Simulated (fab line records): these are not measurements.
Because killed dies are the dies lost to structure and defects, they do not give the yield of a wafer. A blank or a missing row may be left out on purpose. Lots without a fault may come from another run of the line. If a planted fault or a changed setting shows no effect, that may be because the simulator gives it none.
Split-lot study | flow berkeley_cmos170 | 5 lots, 23 wafers read, on a route of 331 steps

## ON THE SPLIT
At UCB170_NVT_COAT_01 (resist thk 900 nm), the setting spin_rpm was moved away from the recipe's 1500 rpm on 11 of the 23 wafers read, by -7.4% to +4.3%. All remaining wafers had this setting at the recipe value.

The split's own step is where the reading is taken.

## THE READING
KrF_of_NVT_COAT_01.thk_nm (the simulator's own value, which no gauge read), in nm, at UCB170_NVT_COAT_01 (resist thk 900 nm). There is no usual value for it anywhere in the file. Average 899.2 nm, standard deviation 3.1 nm, over the 12 wafers here run with the recipe.

wafer  | tool, chamber at the split | spin_rpm as run, rpm | against the recipe | KrF_of_NVT_COAT_01.thk_nm, nm | against lot-mates on the recipe
L075.2 | litho_track-02, 0          | 1500                 | recipe             | 895.7                         | -
L075.5 | litho_track-02, 0          | 1500                 | recipe             | 896.8                         | -
L075.6 | litho_track-02, 0          | 1500                 | recipe             | 895.3                         | -
L076.1 | litho_track-01, 0          | 1500                 | recipe             | 902.9                         | -
L076.2 | litho_track-01, 0          | 1534                 | +2.3%              | 890.5                         | -11.0
L076.3 | litho_track-01, 0          | 1500                 | recipe             | 900.2                         | -
L076.4 | litho_track-01, 0          | 1534                 | +2.3%              | 890.9                         | -10.6
L076.6 | litho_track-01, 0          | 1534                 | +2.3%              | 892                           | -9.5
L077.1 | litho_track-03, 0          | 1405                 | -6.3%              | 927.7                         | +28.2
L077.3 | litho_track-03, 0          | 1500                 | recipe             | 900.3                         | -
L077.4 | litho_track-03, 0          | 1500                 | recipe             | 896.2                         | -
L077.5 | litho_track-03, 0          | 1500                 | recipe             | 901.9                         | -
L077.6 | litho_track-03, 0          | 1405                 | -6.3%              | 929.9                         | +30.4
L078.1 | litho_track-01, 0          | 1389                 | -7.4%              | 932.7                         | +35.9
L078.2 | litho_track-01, 0          | 1500                 | recipe             | 896.1                         | -
L078.3 | litho_track-01, 0          | 1389                 | -7.4%              | 934.4                         | +37.5
L078.4 | litho_track-01, 0          | 1500                 | recipe             | 897.6                         | -
L078.6 | litho_track-01, 0          | 1389                 | -7.4%              | 932.1                         | +35.2
L085.1 | litho_track-02, 0          | 1500                 | recipe             | 903.6                         | -
L085.2 | litho_track-02, 0          | 1565                 | +4.3%              | 883.4                         | -20.1
L085.3 | litho_track-02, 0          | 1565                 | +4.3%              | 884.7                         | -18.8
L085.4 | litho_track-02, 0          | 1500                 | recipe             | 903.5                         | -
L085.6 | litho_track-02, 0          | 1565                 | +4.3%              | 884.2                         | -19.3

FIT RESULTS
A straight line over all 23 wafers: KrF_of_NVT_COAT_01.thk_nm changes by -4.3 nm for each +1% of spin_rpm; r = -0.99; the points scatter about the line by 2.8 nm.
The same after taking each lot's own level away (the mean of its wafers on the recipe; 23 wafers): -4.73 nm for each +1%; r = -1.00; scatter 1.3 nm.
On that fit, the largest move of spin_rpm shifts the reading by 35 nm.
From 895.93 to 903.55 nm: that is the span of the lots' own levels, equal to 2.5 times the standard deviation above.
So the lot-to-lot level changes the slope little: the two slopes agree.
Check: for one of the wafers moved furthest among these (-7.4%), held out of the fit, the line's prediction against its lot-mates is +35.1 nm. It came out at +35.9 nm against them.

## ADDITIONAL SPLITS CARRIED BY THESE WAFERS
Before the reading, these wafers also passed through other splits. Each is held against what the fit with the lots' levels taken away leaves over:
other split on the same wafers      | wafers away from the commonest value | r with KrF_of_NVT_COAT_01.thk_nm (lot level and that fit taken away)
UCB170_NWELL_IMPLANT_14 dose_cm2    | 8                                    | +0.11
UCB170_PWELL_IMPLANT_15 dose_cm2    | 9                                    | -0.01
UCB170_ACTIVE_COAT_08 resist_thk_nm | 7                                    | +0.21
UCB170_ACTIVE_SOFTBAKE_09 time_s    | 8                                    | +0.03
UCB170_SACOX_OXIDATION_01 ox_time_s | 10                                   | -0.02

## THE WHOLE CHAIN: every reading that the file lists as answering this split, in the file's order
step                | what it does      | reading                                                                    | change (the file's fit)              | r (the file's)
UCB170_NVT_COAT_01  | resist thk 900 nm | KrF_of_NVT_COAT_01.thk_nm (the simulator's own value, which no gauge read) | -4.72 nm for each +1% of the setting | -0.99
UCB170_NVT_STRIP_08 | strips in O2      | strip_time_to_endpoint_s                                                   | withheld for each +1% of the setting | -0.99

## FILE'S OWN FIT
KrF_of_NVT_COAT_01.thk_nm changes by -4.72 nm for each +1% of spin_rpm, r = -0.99.
